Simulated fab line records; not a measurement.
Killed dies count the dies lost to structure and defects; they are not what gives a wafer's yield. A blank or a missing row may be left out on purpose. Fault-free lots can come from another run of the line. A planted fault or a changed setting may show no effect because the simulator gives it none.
Which tool did it? | flow berkeley cmos170 | 15 lots, 45 wafers sampled, at 5 steps of a route of 331

## WHAT EACH GAUGE READ, for each wafer
UCB170_WELLDRIVE_THK_MEAS_02.
lot  | measured    | on            | WELLDRIVE_OXIDE_THK (nm)
L545 | day 3 20:04 | film metro-04 | 200 203 201
L547 | day 4 07:26 | film metro-02 | 201 200 206
L548 | day 4 07:26 | film metro-04 | 200 203 203
L549 | day 4 18:19 | film metro-01 | 211 207 208
L550 | day 4 18:17 | film metro-04 | 208 210 208
L552 | day 5 12:22 | film metro-01 | 203 202 202
L554 | day 5 12:22 | film metro-02 | 202 199 199
L555 | day 6 03:27 | film metro-02 | 316 316 310
L556 | day 6 03:28 | film metro-04 | 306 307 316
L559 | day 6 21:12 | film metro-01 | 303 301 304
L561 | day 7 00:19 | film metro-02 | 197 203 200
L562 | day 7 00:23 | film metro-04 | 199 197 198
L564 | day 7 20:14 | film metro-01 | 199 206 203
L566 | day 8 05:21 | film metro-04 | 201 198 203
L567 | day 8 11:27 | film metro-04 | 210 208 210

UCB170_ACTIVE_CD_MEAS_13: target cd 1200 nm.
lot  | measured    | on        | cd nm (nm)
L545 | day 4 13:41 | cd sem-02 | 1199.7 1199.9 1198.5
L547 | day 5 08:08 | cd sem-01 | 1199.8 1201.2 1201.2
L548 | day 5 08:16 | cd sem-01 | 1197.8 1198.0 1199.0
L549 | day 5 13:32 | cd sem-02 | 1201.1 1201.8 1200.5
L550 | day 5 13:13 | cd sem-02 | 1202.2 1201.1 1199.9
L552 | day 6 05:59 | cd sem-02 | 1201.2 1201.4 1199.7
L554 | day 6 06:01 | cd sem-01 | 1201.0 1199.5 1200.5
L555 | day 6 17:16 | cd sem-02 | 1203.5 1200.8 1201.9
L556 | day 6 16:54 | cd sem-01 | 1201.4 1200.8 1200.1
L559 | day 7 12:44 | cd sem-02 | 1201.6 1201.5 1202.6
L561 | day 7 20:19 | cd sem-02 | 1202.4 1201.2 1201.0
L562 | day 7 20:37 | cd sem-02 | 1201.0 1201.3 1201.6
L564 | day 8 18:49 | cd sem-01 | 1200.0 1200.7 1200.8
L566 | day 9 03:09 | cd sem-02 | 1201.0 1200.1 1200.7
L567 | day 9 03:17 | cd sem-01 | 1200.9 1200.2 1200.1

UCB170_GATE_CD_MEAS_12: target cd 350 nm.
lot  | measured     | on        | cd nm (nm)
L545 | day 6 14:56  | cd sem-02 | 350.6 350.2 349.5
L547 | day 7 14:44  | cd sem-01 | 351.3 350.4 351.4
L548 | day 7 14:38  | cd sem-02 | 351.0 350.9 350.0
L549 | day 7 18:17  | cd sem-02 | 351.8 351.7 351.1
L550 | day 7 18:29  | cd sem-02 | 350.3 350.1 350.4
L552 | day 8 17:27  | cd sem-01 | 351.6 352.8 352.2
L554 | day 8 16:55  | cd sem-02 | 351.5 350.3 350.0
L555 | day 8 22:02  | cd sem-01 | 351.0 352.0 351.8
L556 | day 8 22:21  | cd sem-01 | 350.8 350.1 351.8
L559 | day 9 20:08  | cd sem-01 | 348.3 348.8 348.9
L561 | day 10 05:09 | cd sem-01 | 351.6 352.2 353.1
L562 | day 10 04:49 | cd sem-01 | 350.7 349.7 349.5
L564 | day 11 00:15 | cd sem-02 | 350.0 348.6 349.1
L566 | day 11 08:01 | cd sem-02 | 353.1 351.8 352.8
L567 | day 11 08:14 | cd sem-01 | 352.5 350.8 353.4

UCB170_NLDD_CD_MEAS_06: target cd 1200 nm.
lot  | measured     | on        | cd nm (nm)
L545 | day 6 19:28  | cd sem-01 | 1199.4 1199.0 1199.9
L547 | day 7 18:47  | cd sem-01 | 1199.2 1198.9 1199.8
L548 | day 7 18:15  | cd sem-01 | 1202.3 1202.5 1201.2
L549 | day 7 23:35  | cd sem-01 | 1200.3 1198.0 1199.2
L550 | day 8 00:01  | cd sem-01 | 1196.2 1197.7 1197.1
L552 | day 8 22:09  | cd sem-02 | 1200.5 1200.4 1200.7
L554 | day 8 21:09  | cd sem-02 | 1198.9 1199.6 1198.0
L555 | day 9 01:23  | cd sem-02 | 1200.5 1200.5 1198.3
L556 | day 9 01:52  | cd sem-01 | 1198.4 1198.1 1199.4
L559 | day 10 02:03 | cd sem-02 | 1198.8 1198.6 1199.3
L561 | day 10 10:26 | cd sem-02 | 1200.3 1199.5 1199.1
L562 | day 10 09:55 | cd sem-02 | 1200.8 1201.1 1201.4
L564 | day 11 07:08 | cd sem-01 | 1200.4 1202.6 1202.0
L566 | day 11 14:56 | cd sem-01 | 1200.8 1199.8 1199.4
L567 | day 11 14:32 | cd sem-01 | 1201.5 1200.0 1201.7

## WHAT TOOL EACH LOT RAN ON (gives the tool, then ch and the chambers of the sampled wafers, and finally the start)
lot  | UCB170_WELLDRIVE_OXIDATION_01
L545 | furnace-04 ch 0, day 3 16:34
L547 | furnace-02 ch 0, day 4 03:55
L548 | furnace-02 ch 0, day 4 03:55
L549 | furnace-04 ch 0, day 4 14:47
L550 | furnace-04 ch 0, day 4 14:47
L552 | furnace-02 ch 0, day 5 08:52
L554 | furnace-02 ch 0, day 5 08:52
L555 | furnace-01 ch 0, day 5 18:57
L556 | furnace-01 ch 0, day 5 18:57
L559 | furnace-02 ch 0, day 6 12:41
L561 | furnace-01 ch 0, day 6 20:49
L562 | furnace-01 ch 0, day 6 20:49
L564 | furnace-02 ch 0, day 7 16:43
L566 | furnace-04 ch 0, day 8 01:51
L567 | furnace-04 ch 0, day 8 07:57
- UCB170_WELLDRIVE_OXIDATION_01: target thk 199 nm, ox time 9000 s.

## WHAT THE TOOLS THEMSELVES READ (means of the sampled wafers that have a number; where no wafer has one, the mark that the record gives instead)
UCB170_WELLDRIVE_OXIDATION_01.
lot  | tool       | spike tc load C (C) | tube_center_temp_C_max
L545 | furnace-04 | 1132.4              | 1107.0
L547 | furnace-02 | 1129.3              | 1106.8
L548 | furnace-02 | 1129.8              | 1106.5
L549 | furnace-04 | 1132.8              | 1106.9
L550 | furnace-04 | 1131.9              | 1106.9
L552 | furnace-02 | 1130.7              | 1107.4
L554 | furnace-02 | 1130.1              | 1107.1
L555 | furnace-01 | 1131.4              | 1107.0
L556 | furnace-01 | 1131.0              | 1106.7
L559 | furnace-02 | 1130.8              | 1107.0
L561 | furnace-01 | 1131.2              | 1106.8
L562 | furnace-01 | 1130.9              | 1107.2
L564 | furnace-02 | 1130.7              | 1106.8
L566 | furnace-04 | 1132.2              | 1106.8
L567 | furnace-04 | 1131.4              | 1106.9

## THE ANSWER, worked out from the rows above alone
Rule: the usual values come from the lots themselves. Put in order of their means at a reading, lots are off if they are a third of the lots or fewer, leave a main group of 4 or more, and stand apart from it by a gap of 3 or more times the standard deviation of the main group's means; of several such gaps the widest counts. A main group whose means are all the same, to the digits that the tables above print for the reading, isn't used. A lot without any number at a reading at which 4 lots or more have one is off too. Where the step has rows for the other lots, those lots are counted as sound. After the gauges, taken in route order, come the tools' own readings; for these a lot's mean is taken, as printed above. The first step at which some lot is off is used, and at that step the reading that is off furthest; a lot without a number counts as furthest.
Off: at UCB170_WELLDRIVE_THK_MEAS_02 (WELLDRIVE_OXIDE_THK), L555, L556, L559. The main group has a mean of 203 nm with a standard deviation of 3.6.
A tool fits if, at a process step before that reading, it ran every lot that is off, and no sound lot after the first of them. Gauges at UCB170_WELLDRIVE_THK_MEAS_02: tried the same way as those tools. Not one of the candidates tried fits.

## WHAT THE SIMULATOR HAD PUT IN
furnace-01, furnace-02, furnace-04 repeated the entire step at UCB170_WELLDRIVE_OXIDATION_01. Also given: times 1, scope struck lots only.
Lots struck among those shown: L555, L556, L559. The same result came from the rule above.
